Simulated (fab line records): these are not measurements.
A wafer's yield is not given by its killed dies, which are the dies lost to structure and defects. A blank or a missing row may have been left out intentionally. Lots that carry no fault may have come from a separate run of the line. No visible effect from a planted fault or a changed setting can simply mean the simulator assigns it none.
What tool caused it?	flow rit-cmos	Sampling: 7 lots, 21 wafers, 2 of 202 route steps

## WHAT THE GAUGES READ, wafer by wafer
RIT_FOX1_THK_MEAS_01.
lot	measured	on	FOX1_OXIDE_THK (nm)
L255	day 1 23:23	film-metro-01	366 364 364
L257	day 2 08:15	film-metro-01	364 358 356
L259	day 2 19:27	film-metro-02	350 352 354
L262	day 3 10:30	film-metro-01	346 343 348
L267	day 4 09:58	film-metro-01	304 305 300
L270	day 5 00:57	film-metro-01	318 325 316
L277	day 6 12:01	film-metro-02	363 365 366

## EACH LOT AND THE TOOL THAT RAN IT (in order: tool; ch and the chambers of the sampled wafers; start)
lot	RIT_FOX1_OXIDATION_00
L255	furnace-04 ch 0, day 1 22:03
L257	furnace-04 ch 0, day 2 06:55
L259	furnace-04 ch 0, day 2 18:07
L262	furnace-03 ch 0, day 3 09:11
L267	furnace-03 ch 0, day 4 08:39
L270	furnace-03 ch 0, day 4 23:38
L277	furnace-04 ch 0, day 6 10:42
- RIT_FOX1_OXIDATION_00: target thk 350.7 nm, ox time 1130 s.

## THE ANSWER, worked out from the rows above alone
Rule: the lots themselves supply what counts as usual. The widest of any qualifying gaps counts: lots, ordered by their means at a reading, are off when they make up no more than a third of the lots, leave a main group of 4 or more, and stand apart from it by 3 or more times the standard deviation of that group's means. If all means in a main group match to the digits the tables above print for the reading, that group is not used. Also off: a lot with no number at a reading for which 4 or more lots have one. Where the step has rows for the other lots, those lots are counted as sound.
Off: at RIT_FOX1_THK_MEAS_01 (FOX1_OXIDE_THK), L267, L270. The main group: mean 357 nm, standard deviation 7.4.
If a tool, at a process step before that reading, ran all the lots that are off and no sound lot after the first of them, it fits. Gauges at RIT_FOX1_THK_MEAS_01: tried the same way as those tools. This does not decide it: 2 tools fit, namely furnace-03 at RIT_FOX1_OXIDATION_00 and film-metro-01 at RIT_FOX1_THK_MEAS_01.

## WHAT HAD BEEN PUT IN BY THE SIMULATOR
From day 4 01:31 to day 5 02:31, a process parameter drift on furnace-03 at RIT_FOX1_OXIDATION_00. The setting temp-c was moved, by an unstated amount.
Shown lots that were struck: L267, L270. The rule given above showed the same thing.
